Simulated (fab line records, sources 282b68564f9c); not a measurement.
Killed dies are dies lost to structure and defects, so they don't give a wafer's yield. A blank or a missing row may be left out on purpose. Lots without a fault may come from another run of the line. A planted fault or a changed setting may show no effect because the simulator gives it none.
fab line records | flow rit_cmos
record lots=5 wafers=15 last_day=7
route steps=202 shown PSD@150 SDANNEAL@153 NSD@158 PLDD@159 NLDD@160 SILICIDE@161 M1@202
lots that met no fault: from a run of the same line without faults
start_h: hours from the record's first day to the start of the lot's first wafer shown | wait_h: hours since the lot's step before | " the same as in the row above | L1.1+2: a row that stands for several wafers | - no value, or no start given | * or withheld: withheld | < > ~ a bound
route shown NAME@n: a module of which the file shows steps, and the number in the route of the first | usual: mean/standard deviation of fault-free wafers | same: alike in all rows | chamber/n: place in a boat | sites: the reading at each site | _std_site: their standard deviation | _edge_site: outer sites' mean less inner sites' | radius_mm: how far each site lies from the wafer's centre | mask NAME#n: copy n | behind: the tool/chamber that last shaped the wafer | hold: why the lot was held/for how many hours/how that ended | device: the transistor (n, p or np) that didn't switch | end of line: the same wafers' tests at the end of the route | a step without rows: its recipe alone | killed: dies lost to structure and defects at the first sort, not the wafer's yield | map: a wafer's dies, x killed, . not, _ none there
set.NAME: the setting as run; set.NAME@STEP: as run at that earlier step | model.NAME: the simulator's own value behind a step, which no gauge read
lots at some steps of the route; a table a step, a row a wafer
services: from which hour (start_h, from the record's first day; less than 0 if before it) a tool's chamber was out of use, for how many hours, and why
## steps
# step RIT_PSD_IMPLANT_08
# recipe species=BF2 energy_kev=27 dose_cm2=5e+15 tilt_deg=7
# step RIT_PSD_STRIP_09
# recipe chemistry=O2 time_s=180 resist=NOVOLAK platen_temp_c=withheld power_w=500 pressure_mtorr=4000 o2_flow_sccm=4000
# usual drypump_motor_current_A=5.6/0.52
# columns lot.wafer tool chamber start_h wait_h drypump_motor_current_A rf_hours_counter_h
L439.1 plasma_asher-02 0 48.17 0.1 5.3 41
L439.2 " 1 " " 6.6 41
L439.5 " 0 " " 5.3 -
L446.1 plasma_asher-03 0 83.93 0.1 5.6 44
L446.3 " 0 " " 5.6 -
L446.6 " 0 " " 5.6 -
L457.1 plasma_asher-02 1 138.71 0.1 6.6 50
L457.2 " 0 " " 5.2 50
L457.4 " 0 " " 5.2 -
L459.1 plasma_asher-02 1 149.36 0.1 6.6 52
L459.4 " 1 " " 6.6 -
L459.6 " 1 " " 6.6 -
L462.4 plasma_asher-01 1 162.95 0.1 5.3 -
L462.5 " 0 " " 5.2 -
L462.6 " 1 " " 5.3 -
# step RIT_PSD_TW_MEAS_10
# usual PSD_TW=3425/20
# columns lot.wafer tool chamber start_h wait_h PSD_TW
L439.1 film_metro-01 - 48.34 0.1 3406
L439.2 " - " " 3418
L439.5 " - " " 3404
L446.1 film_metro-02 - 84.10 0.1 3419
L446.3 " - " " 3432
L446.6 " - " " 3417
L457.1 film_metro-02 - 138.89 0.1 3468
L457.2 " - " " 3454
L457.4 " - " " 3474
L459.1 film_metro-02 - 149.53 0.1 3464
L459.4 " - " " 3438
L459.6 " - " " 3436
L462.4 film_metro-02 - 163.09 0.1 3426
L462.5 " - " " 3447
L462.6 " - " " 3449
# step RIT_SDANNEAL_CLEAN_00
# recipe chemistry=SC1 mix=3:3:50 time_s=600 temp_c=75
# step RIT_SDANNEAL_CLEAN_01
# recipe chemistry=dHF dilution=50:1 time_s=30
# step RIT_SDANNEAL_CLEAN_02
# recipe chemistry=SC2 mix=3:3:50 time_s=600 temp_c=75 dry=n2_spin
# step RIT_SDANNEAL_RTA_03
# recipe temp_c=1050 time_s=5 idle_temp_c=600 ramp_up_c_per_s=342 ramp_down_c_per_s=171 cool_to_c=600 ambient=N2
# usual wafer_temp_C_max=1053.5/1.2
# columns lot.wafer tool chamber start_h wait_h wafer_temp_C_max
L439.1 rtp_anneal-02 0 48.77 0.0 1054.7
L439.2 " 0 " " 1052.9
L439.5 " 0 " " 1053.1
L446.1 rtp_anneal-01 0 84.53 0.0 1053.9
L446.3 " 0 " " 1055.6
L446.6 " 0 " " 1053.8
L457.1 rtp_anneal-02 0 139.32 0.0 1054.7
L457.2 " 0 " " 1052.1
L457.4 " 0 " " 1054.0
L459.1 rtp_anneal-02 0 149.96 0.0 1051.8
L459.4 " 0 " " 1053.0
L459.6 " 0 " " 1051.9
L462.4 rtp_anneal-01 0 163.54 0.0 1055.0
L462.5 " 0 " " 1051.8
L462.6 " 0 " " 1053.9
# step RIT_SDANNEAL_RS_MEAS_04
# recipe thk_meas_gauge=four-point-probe
# usual PSD_RS=116.1/0.3
# columns lot.wafer tool chamber start_h wait_h PSD_RS[ohm/sq]
L439.1 film_metro-04 - 48.83 0.0 116.0
L439.2 " - " " 116.0
L439.5 " - " " 116.3
L446.1 film_metro-04 - 84.64 0.1 116.4
L446.3 " - " " 116.3
L446.6 " - " " 116.7
L457.1 film_metro-01 - 139.38 0.0 116.1
L457.2 " - " " 115.9
L457.4 " - " " 116.1
L459.1 film_metro-01 - 150.02 0.0 116.3
L459.4 " - " " 116.2
L459.6 " - " " 116.1
L462.4 film_metro-02 - 163.62 0.1 116.1
L462.5 " - " " 116.3
L462.6 " - " " 116.4
# step RIT_SDANNEAL_RS_MEAS_05
# recipe thk_meas_gauge=four-point-probe
# usual NSD_RS=84.59/0.26
# columns lot.wafer tool chamber start_h wait_h NSD_RS[ohm/sq]
L439.1 film_metro-04 - 48.95 0.1 84.58
L439.2 " - " " 84.70
L439.5 " - " " 84.54
L446.1 film_metro-04 - 84.76 0.1 84.36
L446.3 " - " " 84.19
L446.6 " - " " 84.47
L457.1 film_metro-01 - 139.50 0.1 84.69
L457.2 " - " " 84.48
L457.4 " - " " 84.26
L459.1 film_metro-01 - 150.14 0.1 84.87
L459.4 " - " " 84.65
L459.6 " - " " 84.83
L462.4 film_metro-02 - 163.74 0.1 85.06
L462.5 " - " " 84.89
L462.6 " - " " 85.12
# step RIT_SDANNEAL_RS_MEAS_06
# recipe thk_meas_gauge=four-point-probe
# usual PLDD_RS=178.9/0.41
# columns lot.wafer tool chamber start_h wait_h PLDD_RS[ohm/sq]
L439.1 film_metro-04 - 49.07 0.1 178.9
L439.2 " - " " 178.6
L439.5 " - " " 179.0
L446.1 film_metro-04 - 84.88 0.1 178.9
L446.3 " - " " 179.1
L446.6 " - " " 179.1
L457.1 film_metro-01 - 139.62 0.1 179.2
L457.2 " - " " 178.4
L457.4 " - " " 178.7
L459.1 film_metro-01 - 150.26 0.1 178.2
L459.4 " - " " 178.7
L459.6 " - " " 178.9
L462.4 film_metro-02 - 163.86 0.1 178.8
L462.5 " - " " 178.8
L462.6 " - " " 178.7
# step RIT_SDANNEAL_RS_MEAS_07
# recipe thk_meas_gauge=four-point-probe
# usual NLDD_RS=151.8/0.5
# columns lot.wafer tool chamber start_h wait_h NLDD_RS[ohm/sq]
L439.1 film_metro-04 - 49.19 0.1 152.5
L439.2 " - " " 152.4
L439.5 " - " " 152.1
L446.1 film_metro-04 - 85.00 0.1 151.8
L446.3 " - " " 152.1
L446.6 " - " " 151.8
L457.1 film_metro-01 - 139.74 0.1 151.4
L457.2 " - " " 151.9
L457.4 " - " " 150.9
L459.1 film_metro-01 - 150.38 0.1 152.2
L459.4 " - " " 152.7
L459.6 " - " " 152.5
L462.4 film_metro-02 - 163.98 0.1 151.8
L462.5 " - " " 152.0
L462.6 " - " " 151.6
# step RIT_SILICIDE_WET_ETCH_00
# recipe chemistry=BOE target=SiO2 target_depth_nm=14 time_s=15 dry=n2_spin dilution=10:1 temp_c=21.5
# step RIT_SILICIDE_SPUTTER_01
# recipe material=Ti target_thk_nm=30 power_w=350 chamber_pressure_pa=0.667 gas=Ar time_s=240 substrate_temp_c=25
# usual cathode_dc_power_W=349.99/0.057 throttle_valve_pct=30.0/1.3
# columns lot.wafer tool chamber start_h wait_h cathode_dc_power_W throttle_valve_pct model.Ti_of_SILICIDE_SPUTTER_01.thk_nm
L439.1 pvd_sputter-02 - 49.32 0.0 349.96 31.0 30.65
L439.2 " - " " 349.92 30.2 30.54
L439.5 " - " " 349.94 31.0 30.69
L446.1 pvd_sputter-03 - 85.14 0.0 288.84 31.6 25.25
L446.3 " - " " 350.02 28.2 29.87
L446.6 " - " " 288.66 31.4 25.3
L457.1 pvd_sputter-01 - 139.87 0.0 349.87 30.3 30.44
L457.2 " - " " 349.95 27.7 30.42
L457.4 " - " " 349.94 29.7 30.31
L459.1 pvd_sputter-01 - 150.51 0.0 350.03 30.0 30.42
L459.4 " - " " 350.03 29.6 30.56
L459.6 " - " " 350.01 27.7 30.55
L462.4 pvd_sputter-03 - 164.06 0.0 350.01 30.1 29.86
L462.5 " - " " 350.00 29.9 29.93
L462.6 " - " " 350.05 31.5 29.93
# step RIT_SILICIDE_RS_MEAS_02
# recipe thk_meas_gauge=four-point-probe reads=Ti_of_SILICIDE_SPUTTER_01
# usual SILICIDE_TI_RS=47.5/0.65
# columns lot.wafer tool chamber start_h wait_h SILICIDE_TI_RS[ohm/sq]
L439.1 film_metro-01 - 49.47 0.1 46.6
L439.2 " - " " 46.8
L439.5 " - " " 46.6
L446.1 film_metro-01 - 85.29 0.1 59.5
L446.3 " - " " 48.1
L446.6 " - " " 59.3
L457.1 film_metro-03 - 140.02 0.1 47.0
L457.2 " - " " 46.9
L457.4 " - " " 47.2
L459.1 film_metro-04 - 150.66 0.1 47.1
L459.4 " - " " 46.9
L459.6 " - " " 47.0
L462.4 film_metro-01 - 164.27 0.1 48.1
L462.5 " - " " 48.0
L462.6 " - " " 48.0
# step RIT_SILICIDE_THK_MEAS_03
# recipe thk_meas_gauge=xrf reads=Ti_of_SILICIDE_SPUTTER_01
# usual SILICIDE_TI_THK=30.6/0.34
# columns lot.wafer tool chamber start_h wait_h SILICIDE_TI_THK[nm]
L439.1 film_metro-01 - 49.59 0.1 31.0
L439.2 " - " " 31.1
L439.5 " - " " 31.1
L446.1 film_metro-01 - 85.41 0.1 25.4
L446.3 " - " " 30.2
L446.6 " - " " 25.6
L457.1 film_metro-03 - 140.14 0.1 31.0
L457.2 " - " " 31.0
L457.4 " - " " 30.9
L459.1 film_metro-04 - 150.78 0.1 30.7
L459.4 " - " " 30.9
L459.6 " - " " 30.9
L462.4 film_metro-01 - 164.36 0.1 30.2
L462.5 " - " " 30.4
L462.6 " - " " 30.2
# step RIT_SILICIDE_RTA_04
# recipe temp_c=650 time_s=10 idle_temp_c=25 ramp_up_s=5 ramp_down_s=5 cool_to_c=25 ambient=N2
# usual wafer_temp_C_max=652.6/0.84
# columns lot.wafer tool chamber start_h wait_h wafer_temp_C_max
L439.1 rtp_anneal-01 0 49.65 0.1 651.5
L439.2 " 0 " " 652.2
L439.5 " 0 " " 651.7
L446.1 rtp_anneal-02 0 85.47 0.1 652.9
L446.3 " 0 " " 654.0
L446.6 " 0 " " 652.0
L457.1 rtp_anneal-01 0 140.20 0.1 652.2
L457.2 " 0 " " 652.0
L457.4 " 0 " " 652.3
L459.1 rtp_anneal-01 0 150.84 0.1 652.5
L459.4 " 0 " " 652.1
L459.6 " 0 " " 652.4
L462.4 rtp_anneal-02 0 164.42 0.1 654.7
L462.5 " 0 " " 653.1
L462.6 " 0 " " 653.1
# step RIT_M1_PROBE_99
# usual killed_at_front_end=7/3.4 killed_dies=7/3.4 killed_open=3.3/2 killed_short=3.8/2.4
# same gross_dies=264 killed_at_M0_to_M3=0 killed_at_M4_up=0 killed_at_back_side=0 killed_at_contacts=0 killed_at_other=0
# columns lot.wafer tool chamber start_h wait_h killed_at_front_end killed_dies killed_open killed_short model.etest.npoly_line.line_ohm_um model.etest.ppoly_line.line_ohm_um model.etest.contact_nplus.end_ohm_um model.etest.contact_pplus.end_ohm_um model.etest.ppoly_line.width_nm model.etest.npoly_line.width_nm model.etest.npoly_line.rs_ohm_sq model.etest.ppoly_line.rs_ohm_sq
L439.1 prober-02 - 56.21 0.1 9 9 3 6 172.8 164.8 41.95 44.54 98.17 97.55 16.78 16.23
L439.2 prober-02 - 56.26 0.1 13 13 4 8 172.5 166.2 43.51 44.91 98.16 97.83 16.79 16.34
L439.5 prober-02 - 56.41 0.2 12 12 3 9 171.6 165 43.42 45.23 99.7 98.31 16.71 16.26
L446.1 prober-01 - 92.39 0.1 5 5 4 1 176 168.5 35.38 39.36 110.9 109.7 19.31 18.73
L446.3 prober-01 - 92.49 0.2 7 7 4 3 164.3 156.7 41.05 42.13 105.7 104.8 17.06 16.42
L446.6 prober-01 - 92.64 0.2 8 8 6 2 182.7 172.9 36.82 39.12 106.9 106.3 19.36 18.72
L457.1 prober-02 - 147.07 0.1 11 11 4 7 154.9 150.9 42.18 42.66 107.5 106.3 16.75 16.12
L457.2 prober-02 - 147.12 0.1 8 8 5 3 162 158.2 42.73 43.7 104 103 16.87 16.43
L457.4 prober-02 - 147.22 0.2 17 17 7 10 158.8 152.7 40.97 42.04 106.1 104.9 16.77 16.28
L459.1 prober-02 - 158.44 0.1 12 12 8 4 161.9 157.2 41.49 45.88 104.4 103.8 16.77 16.34
L459.4 prober-02 - 158.59 0.2 5 5 2 3 157.6 152.7 42.88 43.85 104.9 103.8 16.85 16.15
L459.6 prober-02 - 158.69 0.2 7 7 2 5 164.8 155.4 42.28 44.95 102.8 102.2 16.63 16.07
L462.4 prober-01 - 171.11 0.2 8 8 2 6 164.7 158.8 42.47 43.31 104.3 104 17.07 16.64
L462.5 prober-01 - 171.16 0.2 8 8 7 1 164.3 158.5 41.34 43.86 104 102.9 17.02 16.51
L462.6 prober-01 - 171.21 0.2 9 9 3 5 163.2 154.9 42.38 43.3 105.5 105.1 16.88 16.43
# killed by level:class
L439.1 SILICIDE:geometric_particle:short=3 GATE:geometric_particle:short=2 FOX2:geometric_particle:open=1 GATE:geometric_particle:open=1 REOX:geometric_particle:short=1 SILICIDE:geometric_particle:open=1
L439.2 FOX1:geometric_particle:short=2 FOX1:geometric_particle:open=2 FOX2:geometric_particle:short=2 GATE:geometric_particle:short=2 FOX2:geometric_particle:open=1 REOX:geometric_particle:short=1 REOX:geometric_particle:open=1 SILICIDE:geometric_particle:short=1
L439.5 SILICIDE:geometric_particle:short=3 FOX1:geometric_particle:short=2 GATE:geometric_particle:short=2 GATE:geometric_particle:open=2 SPACER:geometric_particle:short=2 SILICIDE:geometric_particle:open=1
L446.1 GATE:geometric_particle:open=3 FOX1:geometric_particle:open=1 FOX2:geometric_particle:short=1
L446.3 GATE:geometric_particle:open=3 GATE:geometric_particle:short=2 FOX1:geometric_particle:open=1 FOX2:geometric_particle:short=1
L446.6 GATE:geometric_particle:open=5 FOX2:geometric_particle:open=1 FOX2:geometric_particle:short=1 SPACER:geometric_particle:short=1
L457.1 FOX1:geometric_particle:short=4 GATE:geometric_particle:short=3 GATE:geometric_particle:open=3 SPACER:geometric_particle:open=1
L457.2 GATE:geometric_particle:short=3 GATE:geometric_particle:open=3 FOX2:geometric_particle:open=1 SILICIDE:geometric_particle:open=1
L457.4 GATE:geometric_particle:short=6 GATE:geometric_particle:open=4 FOX1:geometric_particle:short=3 FOX1:geometric_particle:open=1 REOX:geometric_particle:short=1 SPACER:geometric_particle:open=1 SILICIDE:geometric_particle:open=1
L459.1 GATE:geometric_particle:open=5 FOX1:geometric_particle:short=2 FOX2:geometric_particle:open=1 GATE:geometric_particle:short=1 REOX:geometric_particle:open=1 SPACER:geometric_particle:short=1 SILICIDE:geometric_particle:open=1
L459.4 GATE:geometric_particle:short=2 FOX1:geometric_particle:short=1 GATE:geometric_particle:open=1 SPACER:geometric_particle:open=1
L459.6 GATE:geometric_particle:short=3 FOX1:geometric_particle:short=1 SPACER:geometric_particle:open=1 SILICIDE:geometric_particle:short=1 SILICIDE:geometric_particle:open=1
L462.4 SILICIDE:geometric_particle:short=3 FOX1:geometric_particle:short=1 FOX1:geometric_particle:open=1 FOX2:geometric_particle:short=1 GATE:geometric_particle:short=1 SPACER:geometric_particle:open=1
L462.5 FOX1:geometric_particle:open=3 SPACER:geometric_particle:open=3 GATE:geometric_particle:open=1 SILICIDE:geometric_particle:short=1
L462.6 FOX1:geometric_particle:short=2 GATE:geometric_particle:open=2 SPACER:geometric_particle:short=2 GATE:geometric_particle:short=1 SILICIDE:geometric_particle:open=1 ACTIVE:coat_microbubble_printed=1
## services
# columns tool chamber start_h hours kind
pvd_sputter-01 - 36.59 2.3 repair
plasma_asher-01 - 53.02 4.2 repair
pvd_sputter-01 - 54.37 4.9 repair
pvd_sputter-02 - 87.69 9.4 repair
plasma_asher-03 - 108.75 9.0 pm
plasma_asher-03 0 108.75 9.0 vent_cycle
plasma_asher-03 1 108.75 9.0 vent_cycle
plasma_asher-03 0 117.75 - clean
plasma_asher-03 1 117.75 - clean
pvd_sputter-03 - 130.60 0.7 repair
plasma_asher-03 - 137.99 23.6 repair
pvd_sputter-03 - 158.65 2.6 repair
## key
first_sign step=RIT_SILICIDE_SPUTTER_01 reading=cathode_dc_power_W direction=down sigmas=99+ usual=349.99 struck=288.75
effect step=RIT_SILICIDE_RS_MEAS_02 reading=SILICIDE_TI_RS direction=up sigmas=18 usual=47.5 struck=59.4
effect step=RIT_SILICIDE_THK_MEAS_03 reading=SILICIDE_TI_THK direction=down sigmas=15 usual=30.6 struck=25.5
model_effect step=RIT_SILICIDE_SPUTTER_01 value=Ti_of_SILICIDE_SPUTTER_01.thk_nm without=30.52 struck=25.27
model_effect step=RIT_M1_PROBE_99 value=etest.npoly_line.line_ohm_um without=161 struck=179.3
met_at RIT_SILICIDE_SPUTTER_01
struck_wafers L446.1,L446.6
tester_left_out L446
fault kind=process_parameter_drift tool=pvd_sputter-03 chamber=- onset_h=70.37 steps=RIT_SILICIDE_SPUTTER_01 channel=power_w offset=-61.254 shape=step end_h=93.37 stated=350 scope=struck_wafers_only
# tester_left_out: of these lots the tester's yield and bins aren't shown, on N5 and GAA mostly nor the transistor test; their killed dies are dies lost to structure and defects alone, not to doping, threshold or leakage, so they don't give the yield
